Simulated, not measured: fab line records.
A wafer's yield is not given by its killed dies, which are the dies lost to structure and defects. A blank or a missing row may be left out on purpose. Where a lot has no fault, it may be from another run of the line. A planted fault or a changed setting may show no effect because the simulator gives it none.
Which tool was responsible? + flow rit-cmos + 14 lots, 42 wafers sampled, at 5 steps of a route of 202

## WHAT THE GAUGES READ, wafer by wafer
RIT_PWELL_OVL_MEAS_06. Usual: PWELL_OVL gives -0.9 nm (standard deviation 1.6).
| lot  | measured    | on         | PWELL_OVL (nm) | flag |
|------|-------------|------------|----------------|------|
| L859 | day 2 00:08 | overlay-01 | -1.1 -1.5 -0.5 |      |
| L860 | day 2 05:02 | overlay-02 | 1.0 -0.9 0.1   |      |
| L861 | day 2 11:35 | overlay-02 | 0.8 -0.9 -0.8  |      |
| L862 | day 2 13:53 | overlay-02 | -3.4 -2.5 -1.5 |      |
| L863 | day 2 19:35 | overlay-02 | -1.2 -2.9 -1.4 |      |
| L864 | day 3 01:30 | overlay-01 | -0.9 -3.1 -3.2 |      |
| L865 | day 3 06:17 | overlay-01 | -1.2 -2.0 -2.0 |      |
| L866 | day 3 10:22 | overlay-02 | - - -          | OFF  |
| L867 | day 3 15:52 | overlay-01 | - - -          | OFF  |
| L869 | day 4 02:26 | overlay-02 | - - -          | OFF  |
| L877 | day 5 19:32 | overlay-01 | 0.0 -1.6 -2.0  |      |
| L879 | day 6 03:01 | overlay-01 | -2.7 -1.4 -1.9 |      |
| L881 | day 6 13:37 | overlay-01 | -0.1 -4.1 -3.1 |      |
| L882 | day 6 19:16 | overlay-02 | -3.3 -2.4 -3.1 |      |

RIT_NSD_OVL_MEAS_06. Usual: NSD_OVL gives 0.1 nm (standard deviation 1.5).
| lot  | measured    | on         | NSD_OVL (nm)   | flag |
|------|-------------|------------|----------------|------|
| L859 | day 3 00:55 | overlay-01 | -0.8 -0.4 -1.2 |      |
| L860 | day 3 08:22 | overlay-01 | 1.5 0.1 1.4    |      |
| L861 | day 3 14:14 | overlay-01 | 1.1 -0.8 0.5   |      |
| L862 | day 3 16:15 | overlay-02 | 0.2 0.5 0.1    |      |
| L863 | day 4 00:37 | overlay-01 | 1.3 1.1 1.3    |      |
| L864 | day 4 02:42 | overlay-01 | 2.0 0.4 0.8    |      |
| L865 | day 4 11:43 | overlay-01 | 1.2 1.7 0.1    |      |
| L866 | day 4 14:29 | overlay-01 | -1.1 0.9 -1.5  |      |
| L867 | day 4 20:55 | overlay-02 | -1.2 2.7 2.7   |      |
| L869 | day 5 06:22 | overlay-02 | 1.4 -0.3 -0.2  |      |
| L877 | day 6 22:38 | overlay-01 | 2.1 0.3 -0.5   |      |
| L879 | day 7 05:26 | overlay-02 | 0.1 -1.3 0.4   |      |
| L881 | day 7 18:01 | overlay-01 | 0.5 3.1 1.6    |      |
| L882 | day 7 19:38 | overlay-01 | -0.2 -0.5 0.4  |      |

RIT_M1_RS_MEAS_01: uses a four-point probe to measure. Usual: M1_AL_RS gives 0.0734 ohm/sq (standard deviation 0.00091).
| lot  | measured    | on            | M1_AL_RS (ohm/sq)    | flag |
|------|-------------|---------------|----------------------|------|
| L859 | day 3 07:34 | film-metro-03 | 0.0746 0.0740 0.0736 |      |
| L860 | day 3 14:28 | film-metro-02 | 0.0723 0.0736 0.0722 |      |
| L861 | day 3 20:14 | film-metro-02 | 0.0742 0.0736 0.0733 |      |
| L862 | day 3 22:14 | film-metro-02 | 0.0724 0.0732 0.0727 |      |
| L863 | day 4 06:35 | film-metro-01 | 0.0757 0.0744 0.0748 |      |
| L864 | day 4 08:49 | film-metro-02 | 0.0736 0.0732 0.0728 |      |
| L865 | day 4 17:41 | film-metro-01 | 0.0750 0.0747 0.0745 |      |
| L866 | day 4 20:29 | film-metro-02 | 0.0719 0.0728 0.0739 |      |
| L867 | day 5 03:04 | film-metro-03 | 0.0739 0.0747 0.0746 |      |
| L869 | day 5 12:29 | film-metro-03 | 0.0731 0.0734 0.0728 |      |
| L877 | day 7 04:56 | film-metro-01 | 0.0734 0.0731 0.0735 |      |
| L879 | day 7 11:59 | film-metro-01 | 0.0731 0.0730 0.0726 |      |
| L881 | day 8 00:17 | film-metro-02 | 0.0744 0.0744 0.0746 |      |
| L882 | day 8 01:59 | film-metro-03 | 0.0734 0.0733 0.0737 |      |

## WHAT TOOL EACH LOT RAN ON (gives the tool, then ch and the chambers of the sampled wafers, and finally the start)
| lot  | RIT_PWELL_EXPOSE_03                | RIT_CONTACT_STRIP_12                |
|------|------------------------------------|-------------------------------------|
| L859 | iline-stepper-02 ch 0, day 1 23:43 | plasma-asher-03 ch 0,1, day 3 06:25 |
| L860 | iline-stepper-01 ch 0, day 2 04:38 | plasma-asher-03 ch 0,1, day 3 13:33 |
| L861 | iline-stepper-01 ch 0, day 2 11:10 | plasma-asher-02 ch 0,1, day 3 19:16 |
| L862 | iline-stepper-01 ch 0, day 2 13:29 | plasma-asher-02 ch 0,1, day 3 21:17 |
| L863 | iline-stepper-02 ch 0, day 2 19:11 | plasma-asher-03 ch 0,1, day 4 05:40 |
| L864 | iline-stepper-02 ch 0, day 3 01:04 | plasma-asher-03 ch 0,1, day 4 07:53 |
| L865 | iline-stepper-02 ch 0, day 3 05:52 | plasma-asher-04 ch 0,1, day 4 16:43 |
| L866 | iline-stepper-01 ch 0, day 3 09:58 | plasma-asher-02 ch 0,1, day 4 19:34 |
| L867 | iline-stepper-01 ch 0, day 3 15:23 | plasma-asher-03 ch 0,1, day 5 02:06 |
| L869 | iline-stepper-01 ch 0, day 4 02:02 | plasma-asher-03 ch 0,1, day 5 11:34 |
| L877 | iline-stepper-02 ch 0, day 5 19:07 | plasma-asher-04 ch 1, day 7 03:59   |
| L879 | iline-stepper-02 ch 0, day 6 02:37 | plasma-asher-04 ch 0,1, day 7 10:53 |
| L881 | iline-stepper-02 ch 0, day 6 13:11 | plasma-asher-03 ch 0,1, day 7 23:17 |
| L882 | iline-stepper-02 ch 0, day 6 18:53 | plasma-asher-02 ch 0,1, day 8 00:50 |
- RIT_PWELL_EXPOSE_03: exposes mask M3, target cd 43700 nm.
- RIT_CONTACT_STRIP_12: strips in O2, time 180 s.

## AS READ BY THE TOOLS THEMSELVES (means over the sampled wafers that have a number; for cases with no such wafer, the mark the record gives instead)
RIT_PWELL_EXPOSE_03. Usual: reticle-temp-C reads 23.00 C (standard deviation 0.098).
| lot  | tool             | reticle-temp-C (C) | flag |
|------|------------------|--------------------|------|
| L859 | iline-stepper-02 | 22.92              |      |
| L860 | iline-stepper-01 | 23.03              |      |
| L861 | iline-stepper-01 | 23.03              |      |
| L862 | iline-stepper-01 | 23.00              |      |
| L863 | iline-stepper-02 | 23.08              |      |
| L864 | iline-stepper-02 | 22.99              |      |
| L865 | iline-stepper-02 | 22.97              |      |
| L866 | iline-stepper-01 | 22.91              |      |
| L867 | iline-stepper-01 | 23.04              |      |
| L869 | iline-stepper-01 | 23.05              |      |
| L877 | iline-stepper-02 | 23.02              |      |
| L879 | iline-stepper-02 | 23.08              |      |
| L881 | iline-stepper-02 | 22.94              |      |
| L882 | iline-stepper-02 | 22.87              |      |

RIT_CONTACT_STRIP_12. Usual: drypump-motor-current-A reads 5.88 A (standard deviation 0.21).
| lot  | tool            | drypump-motor-current-A (A) | flag |
|------|-----------------|-----------------------------|------|
| L859 | plasma-asher-03 | 5.90                        |      |
| L860 | plasma-asher-03 | 5.89                        |      |
| L861 | plasma-asher-02 | 5.95                        |      |
| L862 | plasma-asher-02 | 5.96                        |      |
| L863 | plasma-asher-03 | 5.98                        |      |
| L864 | plasma-asher-03 | 5.89                        |      |
| L865 | plasma-asher-04 | 5.47                        |      |
| L866 | plasma-asher-02 | 6.04                        |      |
| L867 | plasma-asher-03 | 5.98                        |      |
| L869 | plasma-asher-03 | 5.96                        |      |
| L877 | plasma-asher-04 | 5.59                        |      |
| L879 | plasma-asher-04 | 5.48                        |      |
| L881 | plasma-asher-03 | 5.96                        |      |
| L882 | plasma-asher-02 | 5.95                        |      |

## THE ANSWER, worked out from the rows above alone
Rule: take the mean of a lot's wafers that have a number; if it is more than 3 standard deviations from the usual mean, the lot is off. Also off: a lot with no number at a reading for which 4 or more lots have one. Any other lot the step has rows for is counted as sound. Order of review: gauges by route order, followed by the tools' own readings, for which a lot's mean as printed above is used. At the first step where some lot is off, the reading lying furthest off is the one used; lots without a number count as furthest.
Off: at RIT_PWELL_OVL_MEAS_06 (PWELL_OVL), L866, L867, L869. Without a number there: L866, L867, L869.
If a tool, at a process step before that reading, ran all the lots that are off and no sound lot after the first of them, it fits. The gauges at RIT_PWELL_OVL_MEAS_06 are tried like those tools. One fits: RIT_PWELL_EXPOSE_03 on iline-stepper-01. A fault onset in the window from L862 (day 2 13:29, its last sound lot) to L866 (day 3 09:58, its first lot off) fits.

## WHAT THE SIMULATOR HAD INSERTED
Scanner matching overlay: iline-stepper-01, from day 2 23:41 on, at RIT_PWELL_EXPOSE_03. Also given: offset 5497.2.
Shown lots that were struck: L866, L867, L869. This agrees with what the rule above found.
